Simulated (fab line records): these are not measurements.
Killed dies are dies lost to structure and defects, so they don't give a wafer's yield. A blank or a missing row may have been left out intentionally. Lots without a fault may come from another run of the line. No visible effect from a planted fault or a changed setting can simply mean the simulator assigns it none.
Which tool was responsible? / flow rit_cmos / 14 lots, 42 wafers sampled, at 2 steps of a route of 202

== WHAT EACH GAUGE READ, for each wafer ==
The record holds no reading of a measuring or inspecting step that can be judged against a usual standard deviation.

== TOOL THAT RAN EACH LOT (tool first, then ch and the chambers of the sampled wafers, then the start) ==
lot=L401; RIT_ACTIVE_SOFTBAKE_07=litho_track-02 ch 0, day 1 14:12; RIT_M1_PROBE_99=prober-01, day 3 12:59
lot=L402; RIT_ACTIVE_SOFTBAKE_07=litho_track-02 ch 0, day 1 19:43; RIT_M1_PROBE_99=prober-02, day 3 20:53
lot=L403; RIT_ACTIVE_SOFTBAKE_07=litho_track-02 ch 0, day 2 00:42; RIT_M1_PROBE_99=prober-02, day 4 06:51
lot=L404; RIT_ACTIVE_SOFTBAKE_07=litho_track-03 ch 0, day 2 05:37; RIT_M1_PROBE_99=prober-01, day 4 05:24
lot=L405; RIT_ACTIVE_SOFTBAKE_07=litho_track-03 ch 0, day 2 10:38; RIT_M1_PROBE_99=prober-01, day 4 08:24
lot=L406; RIT_ACTIVE_SOFTBAKE_07=litho_track-04 ch 0, day 2 15:56; RIT_M1_PROBE_99=prober-02, day 4 12:50
lot=L407; RIT_ACTIVE_SOFTBAKE_07=litho_track-04 ch 0, day 3 03:26; RIT_M1_PROBE_99=prober-01, day 4 23:38
lot=L409; RIT_ACTIVE_SOFTBAKE_07=litho_track-02 ch 0, day 3 07:38; RIT_M1_PROBE_99=prober-02, day 5 05:07
lot=L410; RIT_ACTIVE_SOFTBAKE_07=litho_track-04 ch 0, day 3 11:40; RIT_M1_PROBE_99=prober-01, day 5 11:04
lot=L412; RIT_ACTIVE_SOFTBAKE_07=litho_track-04 ch 0, day 3 21:58; RIT_M1_PROBE_99=prober-01, day 5 20:08
lot=L414; RIT_ACTIVE_SOFTBAKE_07=litho_track-04 ch 0, day 4 06:56; RIT_M1_PROBE_99=prober-01, day 6 05:46
lot=L416; RIT_ACTIVE_SOFTBAKE_07=litho_track-03 ch 0, day 4 17:06; RIT_M1_PROBE_99=prober-01, day 6 13:37
lot=L417; RIT_ACTIVE_SOFTBAKE_07=litho_track-02 ch 0, day 4 21:53; RIT_M1_PROBE_99=prober-02, day 6 17:13
lot=L418; RIT_ACTIVE_SOFTBAKE_07=litho_track-02 ch 0, day 5 02:54; RIT_M1_PROBE_99=prober-01, day 7 01:13
- RIT_ACTIVE_SOFTBAKE_07: time 60 s.
- RIT_M1_PROBE_99

== WHAT THE TOOLS THEMSELVES READ (means of the sampled wafers that have a number; where no wafer has one, the mark that the record gives instead) ==
RIT_ACTIVE_SOFTBAKE_07.
lot=L401; tool=litho_track-02; heater_power_total_W (W)=34.55; run_length_s (s)=89.14
lot=L402; tool=litho_track-02; heater_power_total_W (W)=34.52; run_length_s (s)=89.11
lot=L403; tool=litho_track-02; heater_power_total_W (W)=34.57; run_length_s (s)=89.07
lot=L404; tool=litho_track-03; heater_power_total_W (W)=34.58; run_length_s (s)=89.10
lot=L405; tool=litho_track-03; heater_power_total_W (W)=34.55; run_length_s (s)=89.24
lot=L406; tool=litho_track-04; heater_power_total_W (W)=34.54; run_length_s (s)=89.55
lot=L407; tool=litho_track-04; heater_power_total_W (W)=34.58; run_length_s (s)=89.44
lot=L409; tool=litho_track-02; heater_power_total_W (W)=34.52; run_length_s (s)=89.15
lot=L410; tool=litho_track-04; heater_power_total_W (W)=34.56; run_length_s (s)=89.41
lot=L412; tool=litho_track-04; heater_power_total_W (W)=36.15; run_length_s (s)=80.14
lot=L414; tool=litho_track-04; heater_power_total_W (W)=36.22; run_length_s (s)=80.19
lot=L416; tool=litho_track-03; heater_power_total_W (W)=34.51; run_length_s (s)=89.12
lot=L417; tool=litho_track-02; heater_power_total_W (W)=34.60; run_length_s (s)=89.19
lot=L418; tool=litho_track-02; heater_power_total_W (W)=34.58; run_length_s (s)=89.24

RIT_M1_PROBE_99.
lot=L401 tool=prober-01 killed_at_M0_to_M3=0.0 killed_at_contacts=0.3 killed_at_front_end=5 killed_dies=5 killed_on_rim=0.7 killed_open=2.7 killed_short=2.3
lot=L402 tool=prober-02 killed_at_M0_to_M3=0.0 killed_at_contacts=0.0 killed_at_front_end=16 killed_dies=16 killed_on_rim=3.7 killed_open=7.7 killed_short=8.0
lot=L403 tool=prober-02 killed_at_M0_to_M3=0.0 killed_at_contacts=0.0 killed_at_front_end=6 killed_dies=6 killed_on_rim=2.0 killed_open=2.7 killed_short=3.7
lot=L404 tool=prober-01 killed_at_M0_to_M3=0.3 killed_at_contacts=0.0 killed_at_front_end=8 killed_dies=8 killed_on_rim=2.7 killed_open=2.7 killed_short=5.0
lot=L405 tool=prober-01 killed_at_M0_to_M3=0.0 killed_at_contacts=0.3 killed_at_front_end=6 killed_dies=6 killed_on_rim=1.7 killed_open=4.3 killed_short=2.0
lot=L406 tool=prober-02 killed_at_M0_to_M3=0.0 killed_at_contacts=0.0 killed_at_front_end=6 killed_dies=6 killed_on_rim=1.0 killed_open=1.7 killed_short=4.0
lot=L407 tool=prober-01 killed_at_M0_to_M3=0.0 killed_at_contacts=0.0 killed_at_front_end=7 killed_dies=7 killed_on_rim=1.3 killed_open=2.7 killed_short=4.0
lot=L409 tool=prober-02 killed_at_M0_to_M3=0.0 killed_at_contacts=0.0 killed_at_front_end=4 killed_dies=4 killed_on_rim=1.0 killed_open=2.3 killed_short=1.7
lot=L410 tool=prober-01 killed_at_M0_to_M3=0.0 killed_at_contacts=0.0 killed_at_front_end=5 killed_dies=5 killed_on_rim=1.0 killed_open=2.3 killed_short=2.3
lot=L412 tool=prober-01 killed_at_M0_to_M3=0.0 killed_at_contacts=0.0 killed_at_front_end=9 killed_dies=9 killed_on_rim=1.7 killed_open=5.0 killed_short=3.7
lot=L414 tool=prober-01 killed_at_M0_to_M3=0.0 killed_at_contacts=0.7 killed_at_front_end=7 killed_dies=8 killed_on_rim=2.7 killed_open=2.7 killed_short=4.7
lot=L416 tool=prober-01 killed_at_M0_to_M3=0.0 killed_at_contacts=0.0 killed_at_front_end=8 killed_dies=8 killed_on_rim=2.0 killed_open=4.0 killed_short=4.0
lot=L417 tool=prober-02 killed_at_M0_to_M3=0.0 killed_at_contacts=0.0 killed_at_front_end=4 killed_dies=4 killed_on_rim=1.3 killed_open=2.7 killed_short=1.3
lot=L418 tool=prober-01 killed_at_M0_to_M3=0.0 killed_at_contacts=0.0 killed_at_front_end=5 killed_dies=5 killed_on_rim=1.3 killed_open=1.7 killed_short=3.0

== THE ANSWER, worked out from the rows above alone ==
Rule: what is usual is taken from the lots themselves. The widest of any qualifying gaps counts: lots, ordered by their means at a reading, are off when they make up no more than a third of the lots, leave a main group of 4 or more, and stand apart from it by 3 or more times the standard deviation of that group's means. A main group whose means are all the same, to the digits that the tables above print for the reading, isn't used. A lot without any number at a reading at which 4 lots or more have one is off too. Any other lot the step has rows for is counted as sound. First the gauges in route order, then the tools' own readings, where a lot's mean is used as printed above. The first step at which some lot is off is used, and at that step the reading that is off furthest; a lot without a number counts as furthest.
Off, at RIT_ACTIVE_SOFTBAKE_07 on run_length_s: L412, L414. For the main group the mean is 89.23 s and the standard deviation 0.15.
If a tool, at that step or one of the process steps before it, ran each lot that is off and ran no sound lot following the first of them, it fits. One fits: litho_track-04 at RIT_ACTIVE_SOFTBAKE_07. Its last sound lot is L410 (day 3 11:40), its first lot that is off L412 (day 3 21:58): a fault that began between those two fits.
The tool's own readings at RIT_ACTIVE_SOFTBAKE_07 bear it out: on the lots that are off they differ by more than 5 times the standard deviation of the sound lots' means. heater_power_total_W reads 36.19 W there against 34.55 W on the sound lots; run_length_s reads 80.16 s there against 89.23 s on the sound lots.

== WHAT HAD BEEN PUT IN BY THE SIMULATOR ==
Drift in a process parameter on litho_track-04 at RIT_ACTIVE_SOFTBAKE_07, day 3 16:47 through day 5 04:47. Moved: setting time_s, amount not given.
Lots struck among those shown: L412, L414. This agrees with what the rule above found.
